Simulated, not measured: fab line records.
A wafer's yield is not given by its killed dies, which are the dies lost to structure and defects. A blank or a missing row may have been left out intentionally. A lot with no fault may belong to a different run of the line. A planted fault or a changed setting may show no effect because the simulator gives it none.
What tool caused it? | flow ritCmos | 11 lots, 33 wafers sampled, at 2 steps of a route of 202

## WHAT THE GAUGES SHOWED, per wafer
RIT_M1_CD_MEAS_90 targets a cd of 2600 nm. Usual: cdNm 2601.5 nm, standard deviation 2.6.
lot  | measured    | on       | cdNm (nm)            | flag
L295 | day 3 09:13 | cdSem-02 | 2598.8 2599.3 2599.5 | 
L302 | day 5 00:30 | cdSem-01 | 2619.1 2616.7 2618.3 | OFF
L306 | day 5 21:12 | cdSem-02 | 2619.4 2616.7 2616.9 | OFF
L308 | day 6 04:40 | cdSem-02 | 2596.4 2599.4 2598.8 | 
L310 | day 6 11:37 | cdSem-02 | 2602.3 2605.6 2604.8 | 
L311 | day 6 17:20 | cdSem-02 | 2605.7 2604.9 2603.3 | 
L312 | day 6 23:29 | cdSem-02 | 2601.2 2603.8 2602.2 | 
L313 | day 7 06:08 | cdSem-02 | 2605.3 2603.2 2606.4 | 
L314 | day 7 10:52 | cdSem-01 | 2605.1 2606.2 2602.6 | 
L316 | day 8 00:03 | cdSem-02 | 2601.5 2602.6 2599.9 | 
L317 | day 8 00:18 | cdSem-02 | 2603.5 2604.0 2601.7 | 

## WHICH TOOL RAN EACH LOT (tool, then ch and the chambers of the sampled wafers, then the start)
lot  | RIT_M1_METAL_ETCH_12
L295 | rieMetal-04 ch 0,1, day 3 08:41
L302 | rieMetal-03 ch 0, day 4 23:58
L306 | rieMetal-03 ch 0, day 5 20:41
L308 | rieMetal-01 ch 0,1, day 6 04:10
L310 | rieMetal-04 ch 1, day 6 10:56
L311 | rieMetal-01 ch 0,1, day 6 16:50
L312 | rieMetal-04 ch 0,1, day 6 22:57
L313 | rieMetal-01 ch 0,1, day 7 05:38
L314 | rieMetal-04 ch 0,1, day 7 10:20
L316 | rieMetal-01 ch 0,1, day 7 23:31
L317 | rieMetal-04 ch 0,1, day 7 23:46
- RIT_M1_METAL_ETCH_12: etches Al in Cl2/BCl3, stops on SiO2, time 165 s, target depth 600 nm.

## AS READ BY THE TOOLS THEMSELVES (means over the sampled wafers that have a number; for cases with no such wafer, the mark the record gives instead)
RIT_M1_METAL_ETCH_12. Usual: drypumpMotorCurrentA 5.91 A, standard deviation 0.3; oesProductAu 0.778 a.u., standard deviation 0.0078; rfFwdPowerW 248.9 W, standard deviation 0.9; throttleValvePct 8.29 %, standard deviation 0.098.
lot  | tool        | drypumpMotorCurrentA (A) | oesProductAu (a.u.) | rfFwdPowerW (W) | throttleValvePct (%) | flag
L295 | rieMetal-04 | 5.68                     | 0.781               | 249.2           | 8.36                 | 
L302 | rieMetal-03 | 6.09                     | 0.739               | 149.8           | 8.33                 | OFF
L306 | rieMetal-03 | 6.12                     | 0.737               | 148.9           | 8.32                 | OFF
L308 | rieMetal-01 | 6.12                     | 0.783               | 249.3           | 8.17                 | 
L310 | rieMetal-04 | 5.51                     | 0.777               | 250.3           | 8.31                 | 
L311 | rieMetal-01 | 6.14                     | 0.781               | 249.3           | 8.18                 | 
L312 | rieMetal-04 | 5.58                     | 0.773               | 248.8           | 8.33                 | 
L313 | rieMetal-01 | 6.14                     | 0.784               | 248.8           | 8.16                 | 
L314 | rieMetal-04 | 5.59                     | 0.774               | 248.1           | 8.34                 | 
L316 | rieMetal-01 | 6.14                     | 0.779               | 248.7           | 8.17                 | 
L317 | rieMetal-04 | 5.60                     | 0.773               | 248.3           | 8.33                 | 

## THE ANSWER, worked out from the rows above alone
Rule: lot off if the mean of its wafers having a number is beyond 3 standard deviations from the usual mean. A lot without any number at a reading at which 4 lots or more have one is off too. The other lots that the step has rows for count as sound. The gauges are gone through in route order, then the tools' own readings, and for those a lot's mean is taken as printed above. At the first step where some lot is off, the reading lying furthest off is the one used; lots without a number count as furthest.
Off at RIT_M1_CD_MEAS_90 (cdNm): L302, L306.
If a tool, at a process step before that reading, ran all the lots that are off and no sound lot after the first of them, it fits. Not tried: the gauges at RIT_M1_CD_MEAS_90; whatever is off there is also off at RIT_M1_METAL_ETCH_12, on other tools, and gauge error can't account for it. One fits: RIT_M1_METAL_ETCH_12 on rieMetal-03. It ran no sound lot before its first lot that is off in this sample, so the start can't be narrowed down.
The tool's own readings at RIT_M1_METAL_ETCH_12 bear it out: on the lots that are off they differ by more than 5 times the standard deviation of the sound lots' means. oesProductAu reads 0.738 a.u. there against 0.778 a.u. on the sound lots; rfFwdPowerW reads 149.4 W there against 249.0 W on the sound lots.

## WHAT WAS PUT IN BY THE SIMULATOR
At RIT_M1_METAL_ETCH_12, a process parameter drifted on rieMetal-03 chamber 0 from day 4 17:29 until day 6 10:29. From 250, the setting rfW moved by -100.
Struck lots among those shown: L302, L306. The same result came from the rule above.
